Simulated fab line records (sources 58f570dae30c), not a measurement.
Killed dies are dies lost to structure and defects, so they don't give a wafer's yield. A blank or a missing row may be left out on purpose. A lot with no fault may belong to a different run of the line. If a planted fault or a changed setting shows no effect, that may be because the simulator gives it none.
Which tool was responsible?    flow berkeley cmos170    Sampling: 14 lots, 42 wafers, 6 of 331 route steps

WHAT THE GAUGES SHOWED, per wafer
UCB170_START_THK_MEAS_03.
lot   measured     on             START_OXIDE_THK (nm)
L556  day 1 11:50  film metro-02  20.5 20.3 20.2
L557  day 1 20:19  film metro-02  20.1 20.3 20.1
L559  day 2 06:20  film metro-04  20.2 20.5 20.3
L560  day 2 11:21  film metro-02  19.8 19.8 19.8
L561  day 2 17:16  film metro-04  20.1 19.7 19.9
L563  day 3 02:44  film metro-03  19.3 19.3 19.5
L566  day 3 16:56  film metro-02  20.0 20.6 20.0
L569  day 4 10:25  film metro-03  20.7 20.0 19.6
L571  day 4 18:24  film metro-04  19.7 19.6 19.4
L573  day 5 05:35  film metro-04  20.8 20.8 20.7
L575  day 5 16:29  film metro-02  20.0 20.1 19.8
L577  day 6 00:33  film metro-04  20.3 20.4 20.4
L578  day 6 05:23  film metro-02  19.7 19.5 19.5
L579  day 6 14:50  film metro-03  20.8 20.8 20.9

UCB170_PLDD_TW_MEAS_11.
lot   measured      on             PLDD_TW
L556  day 7 18:03   film metro-02  1008 1007 1012
L557  day 7 23:03   film metro-03  1010 1017 1019
L559  day 8 04:37   film metro-03  1003 1007 999
L560  day 8 04:17   film metro-02  1010 1009 1015
L561  day 8 15:48   film metro-02  971 974 968
L563  day 8 16:23   film metro-03  1008 1003 1005
L566  day 9 15:24   film metro-04  967 971 970
L569  day 10 05:35  film metro-02  1007 1007 1005
L571  day 10 05:49  film metro-03  1012 1016 1014
L573  day 11 04:25  film metro-04  1016 1013 1016
L575  day 11 04:28  film metro-02  1006 1009 1009
L577  day 12 02:00  film metro-04  1011 1017 1016
L578  day 12 02:13  film metro-04  1010 1015 1015
L579  day 12 15:18  film metro-02  1012 1009 1011

UCB170_SDANNEAL_RS_MEAS_04: uses a four-point probe to measure.
lot   measured      on             PLDD_RS (ohm/sq)
L556  day 8 05:11   film metro-04  1034.6 1029.6 1029.9
L557  day 8 11:10   film metro-02  1031.2 1033.2 1034.5
L559  day 8 20:07   film metro-03  1032.8 1032.6 1034.2
L560  day 8 18:48   film metro-04  1031.0 1032.3 1032.5
L561  day 9 05:27   film metro-02  1138.6 1137.6 1134.6
L563  day 9 06:04   film metro-04  1030.2 1030.3 1030.2
L566  day 10 03:31  film metro-03  1133.7 1135.9 1132.3
L569  day 10 20:22  film metro-04  1033.2 1032.1 1034.6
L571  day 10 20:22  film metro-02  1031.0 1033.6 1035.0
L573  day 11 18:10  film metro-04  1032.6 1034.4 1034.3
L575  day 11 19:13  film metro-04  1030.8 1030.3 1026.1
L577  day 12 15:07  film metro-04  1028.9 1026.9 1027.7
L578  day 12 15:52  film metro-03  1029.1 1029.3 1030.9
L579  day 13 08:10  film metro-02  1033.4 1031.3 1033.5

UCB170_V1_OVL_MEAS_13.
lot   measured      on          V1_OVL (nm)
L556  day 8 17:46   overlay-01  -9 -7 -4
L557  day 9 02:55   overlay-02  -4 2 2
L559  day 9 08:58   overlay-01  -3 2 -1
L560  day 9 06:30   overlay-02  9 9 5
L561  day 9 17:08   overlay-02  -2 -2 -1
L563  day 9 18:58   overlay-02  2 0 2
L566  day 10 16:08  overlay-02  -8 -8 -10
L569  day 11 09:03  overlay-02  2 -5 1
L571  day 11 11:45  overlay-01  1 3 0
L573  day 12 11:02  overlay-02  -10 -7 -8
L575  day 12 10:49  overlay-01  -12 1 -2
L577  day 13 04:58  overlay-01  -11 -3 -5
L578  day 13 05:31  overlay-01  -1 4 0
L579  day 13 22:40  overlay-01  -1 5 -4

UCB170_V2_CD_MEAS_12: target cd 700 nm.
lot   measured      on         cd nm (nm)
L556  day 8 23:56   cd sem-02  700.6 701.4 700.5
L557  day 9 07:58   cd sem-01  701.8 700.8 701.9
L559  day 9 15:32   cd sem-02  701.0 701.5 699.8
L560  day 9 12:11   cd sem-01  699.3 699.0 700.5
L561  day 9 22:26   cd sem-01  699.1 697.9 699.3
L563  day 10 00:26  cd sem-01  701.0 700.7 700.1
L566  day 10 22:33  cd sem-01  699.3 699.4 698.4
L569  day 11 14:05  cd sem-02  699.3 698.1 699.0
L571  day 11 18:06  cd sem-02  698.9 701.1 699.4
L573  day 12 19:05  cd sem-01  699.9 699.1 699.9
L575  day 12 18:55  cd sem-02  704.2 701.8 702.1
L577  day 13 10:40  cd sem-01  698.3 698.3 699.1
L578  day 13 11:28  cd sem-01  700.5 700.3 701.6
L579  day 14 05:10  cd sem-02  698.8 699.7 698.7

WHAT TOOL EACH LOT RAN ON (gives the tool, then ch and the chambers of the sampled wafers, and finally the start)
lot   UCB170_PLDD_IMPLANT_09
L556  implanter-04 ch 0, day 7 17:49
L557  implanter-04 ch 0, day 7 22:49
L559  implanter-04 ch 0, day 8 04:23
L560  implanter-04 ch 0, day 8 04:03
L561  implanter-04 ch 0, day 8 15:33
L563  implanter-03 ch 0, day 8 16:08
L566  implanter-04 ch 0, day 9 15:09
L569  implanter-03 ch 0, day 10 05:20
L571  implanter-01 ch 0, day 10 05:35
L573  implanter-03 ch 0, day 11 04:10
L575  implanter-01 ch 0, day 11 04:14
L577  implanter-03 ch 0, day 12 01:34
L578  implanter-01 ch 0, day 12 01:58
L579  implanter-03 ch 0, day 12 15:03
- UCB170_PLDD_IMPLANT_09

WHAT THE TOOLS THEMSELVES READ (means of the sampled wafers that have a number; where no wafer has one, the mark that the record gives instead)
UCB170_PLDD_IMPLANT_09.
lot   tool          beam energy keV  beam on s (s)  dose ions cm2  faraday current uA
L556  implanter-04  9.998            9.9            5e+13          160
L557  implanter-04  10.001           9.9            5e+13          159
L559  implanter-04  10.003           10.1           5e+13          157
L560  implanter-04  9.997            9.9            5e+13          160
L561  implanter-04  9.997            10.0           4e+13          124
L563  implanter-03  10.002           10.6           5e+13          151
L566  implanter-04  9.999            9.9            4e+13          125
L569  implanter-03  10.004           10.7           5e+13          148
L571  implanter-01  10.002           9.8            5e+13          162
L573  implanter-03  9.999            10.6           5e+13          149
L575  implanter-01  10.003           10.0           5e+13          159
L577  implanter-03  10.000           10.4           5e+13          152
L578  implanter-01  10.004           10.0           5e+13          158
L579  implanter-03  10.003           10.6           5e+13          149

THE ANSWER, worked out from the rows above alone
Rule: the lots themselves supply what counts as usual. Put in order of their means at a reading, lots are off if they are a third of the lots or fewer, leave a main group of 4 or more, and stand apart from it by a gap of 3 or more times the standard deviation of the main group's means; of several such gaps the widest counts. A main group whose means are all the same, to the digits that the tables above print for the reading, isn't used. A lot without any number at a reading at which 4 lots or more have one is off too. The other lots that the step has rows for count as sound. After the gauges, taken in route order, come the tools' own readings; for these a lot's mean is taken, as printed above. At the first step where some lot is off, the reading lying furthest off is the one used; lots without a number count as furthest.
Off: L561, L566, at UCB170_PLDD_TW_MEAS_11 (PLDD_TW). The main group: mean 1010, standard deviation 4.
A tool fits if, at a process step before that reading, it ran every lot that is off, and no sound lot after the first of them. The gauges at UCB170_PLDD_TW_MEAS_11 aren't tried: what is off there is off at UCB170_PLDD_IMPLANT_09 too, on other tools, and a gauge's error can't cause that. One candidate fits, namely implanter-04 at UCB170_PLDD_IMPLANT_09. Its last sound lot is L559 (day 8 04:23), its first lot that is off L561 (day 8 15:33): a fault that began between those two fits.
The tool's own readings at UCB170_PLDD_IMPLANT_09 bear it out: on the lots that are off they differ by more than 5 times the standard deviation of the sound lots' means. dose ions cm2 reads 4e+13 there against 5e+13 on the sound lots; faraday current uA reads 124 there against 155 on the sound lots.

WHAT HAD BEEN PUT IN BY THE SIMULATOR
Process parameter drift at UCB170_PLDD_IMPLANT_09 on implanter-04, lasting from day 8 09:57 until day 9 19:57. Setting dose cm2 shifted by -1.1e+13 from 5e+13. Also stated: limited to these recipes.
Lots struck among those shown: L561, L566. The rule above reached the same finding.
